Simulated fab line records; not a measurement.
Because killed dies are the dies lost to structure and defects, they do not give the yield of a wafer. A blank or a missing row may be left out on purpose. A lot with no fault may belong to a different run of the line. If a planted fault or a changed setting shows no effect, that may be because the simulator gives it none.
The same fault as seen by 2 desks || flow rit-cmos || only its own numbers are on each desk; what lay behind them is given at the end

== AT THE TOOL OWNER'S DESK: implanter-02 ==
For each lot that ran on this tool, the mean over its sampled wafers that have a number, from the tool's own readings at RIT_PRETRO_IMPLANT_08. Any lot whose mean is over 4 standard deviations away from the usual mean is out of limits and marked OUT; that distance is given in the brackets.
Columns: A = dose-ions-cm2 at RIT_PRETRO_IMPLANT_08, usual 1.1998e+13; B = faraday-current-uA at RIT_PRETRO_IMPLANT_08, usual 38.3
{"lot": "L678", "first seen here": "day 2 18:49", "A": 1.1992e+13, "B": 38.7}
{"lot": "L679", "first seen here": "day 3 00:03", "A": 1.1998e+13, "B": 38.4}
{"lot": "L683", "first seen here": "day 3 18:52", "A": 1.1989e+13, "B": 37.9}
{"lot": "L684", "first seen here": "day 4 00:05", "A": "9.9660e+12 (-99 or more) OUT", "B": "31.6 (-8.9) OUT"}
{"lot": "L685", "first seen here": "day 4 05:02", "A": "9.9543e+12 (-99 or more) OUT", "B": "31.4 (-9.2) OUT"}
This desk's finding: out of limits on L684, L685; first on L684, day 4 00:05 (dose-ions-cm2 at RIT_PRETRO_IMPLANT_08). L678, L679, L683: within limits.

== AT THE METROLOGY DESK ==
Means of the sampled wafers that have a number, per lot and without regard to the tool the lot ran on: this is what the gauges read. Any lot whose mean is over 4 standard deviations away from the usual mean is out of limits and marked OUT; that distance is given in the brackets.
Columns: A = PRETRO_TW at RIT_PRETRO_TW_MEAS_10, usual 473.8; B = cd-nm at RIT_GATE_CD_MEAS_90, usual 150.0 nm; C = NSD_OVL at RIT_NSD_OVL_MEAS_06, usual 0.2 nm
{"lot": "L676", "first seen here": "day 2 08:00", "A": 475.4, "B": 147.0, "C": 0.5}
{"lot": "L677", "first seen here": "day 2 11:58", "A": 471.7, "B": 154.9, "C": 0.6}
{"lot": "L678", "first seen here": "day 2 19:09", "A": 472.8, "B": 150.1, "C": 2.1}
{"lot": "L679", "first seen here": "day 3 00:23", "A": 471.9, "B": 150.1, "C": 1.7}
{"lot": "L680", "first seen here": "day 3 04:49", "A": 472.9, "B": 149.9, "C": 1.8}
{"lot": "L683", "first seen here": "day 3 19:10", "A": 471.8, "B": 148.5, "C": -0.5}
{"lot": "L684", "first seen here": "day 4 00:23", "A": "448.6 (-9.7) OUT", "B": 151.8, "C": 0.7}
{"lot": "L685", "first seen here": "day 4 05:22", "A": "448.3 (-9.8) OUT", "B": 152.5, "C": -2.7}
{"lot": "L690", "first seen here": "day 5 08:03", "A": 473.3, "B": 154.9, "C": -1.9}
{"lot": "L691", "first seen here": "day 5 11:10", "A": 473.7, "B": 146.4, "C": -1.5}
{"lot": "L692", "first seen here": "day 5 16:59", "A": 473.9, "B": 151.8, "C": -0.3}
{"lot": "L693", "first seen here": "day 5 20:11", "A": 473.5, "B": 153.0, "C": -0.8}
{"lot": "L697", "first seen here": "day 6 18:38", "A": 476.1, "B": 150.3, "C": 1.9}
{"lot": "L699", "first seen here": "day 7 03:28", "A": 472.1, "B": 150.3, "C": -0.0}
Per this desk, out of limits: L684, L685; the first was L684, day 4 00:23 (PRETRO_TW at RIT_PRETRO_TW_MEAS_10). L676, L677, L678, L679, L680, L683, L690, L691, L692, L693, L697, L699: within limits.

== BROUGHT TOGETHER ==
The tool owner's desk could have raised an alarm at day 4 00:05, on L684, L685.
On L684, L685, the metrology desk was in a position to raise an alarm at day 4 00:23.
RIT_PRETRO_IMPLANT_08 was run on implanter-02 by each of the lots named.

== WHAT THE SIMULATOR HAD INSERTED ==
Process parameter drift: implanter-02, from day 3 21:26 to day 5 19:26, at RIT_PRETRO_IMPLANT_08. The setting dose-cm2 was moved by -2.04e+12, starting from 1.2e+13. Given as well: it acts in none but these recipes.
Lots struck among those shown: L684, L685.
Time in hours from fault onset to the first out-of-limits reading at each desk: tool owner's desk 3, metrology desk 3.
